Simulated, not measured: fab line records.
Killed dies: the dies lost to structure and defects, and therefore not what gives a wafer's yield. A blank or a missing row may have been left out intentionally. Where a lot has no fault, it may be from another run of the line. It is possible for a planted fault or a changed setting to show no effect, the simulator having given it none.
Which tool did it? -- flow berkeley-cmos170 -- 21 wafers from 7 lots sampled at 2 of the route's 331 steps

## WHAT EACH GAUGE READ, for each wafer
UCB170_V1_OVL_MEAS_13.
lot,measured,on,V1_OVL (nm)
L426,day 7 19:54,overlay-02,2 6 3
L429,day 8 15:33,overlay-01,5 7 -1
L431,day 8 15:55,overlay-01,-1 8 -8
L430,day 9 06:36,overlay-01,9 1 8
L436,day 9 18:05,overlay-02,6 6 -5
L441,day 10 12:19,overlay-01,6 5 10
L448,day 12 01:36,overlay-01,-4 6 4

## EACH LOT AND THE TOOL THAT RAN IT (in order: tool; ch and the chambers of the sampled wafers; start)
lot,UCB170_V1_CMP_02
L426,"cmp-01 ch 2,3, day 7 17:05"
L429,"cmp-02 ch 2,3, day 8 13:45"
L431,"cmp-01 ch 0,2,3, day 8 13:48"
L430,"cmp-01 ch 0,2,3, day 9 02:43"
L436,"cmp-02 ch 1,3, day 9 16:16"
L441,"cmp-02 ch 0,3, day 10 09:10"
L448,"cmp-01 ch 0,1,3, day 11 23:50"
- UCB170_V1_CMP_02: polishes SiO2.

## THE ANSWER, worked out from the rows above alone
Rule: what is usual is taken from the lots themselves. The widest of any qualifying gaps counts: lots, ordered by their means at a reading, are off when they make up no more than a third of the lots, leave a main group of 4 or more, and stand apart from it by 3 or more times the standard deviation of that group's means. If all means in a main group match to the digits the tables above print for the reading, that group is not used. Also off: a lot with no number at a reading for which 4 or more lots have one. Where the step has rows for the other lots, those lots are counted as sound.
No lot is off on any of the readings shown, so nothing can be concluded from this.

## WHAT THE SIMULATOR HAD INSERTED
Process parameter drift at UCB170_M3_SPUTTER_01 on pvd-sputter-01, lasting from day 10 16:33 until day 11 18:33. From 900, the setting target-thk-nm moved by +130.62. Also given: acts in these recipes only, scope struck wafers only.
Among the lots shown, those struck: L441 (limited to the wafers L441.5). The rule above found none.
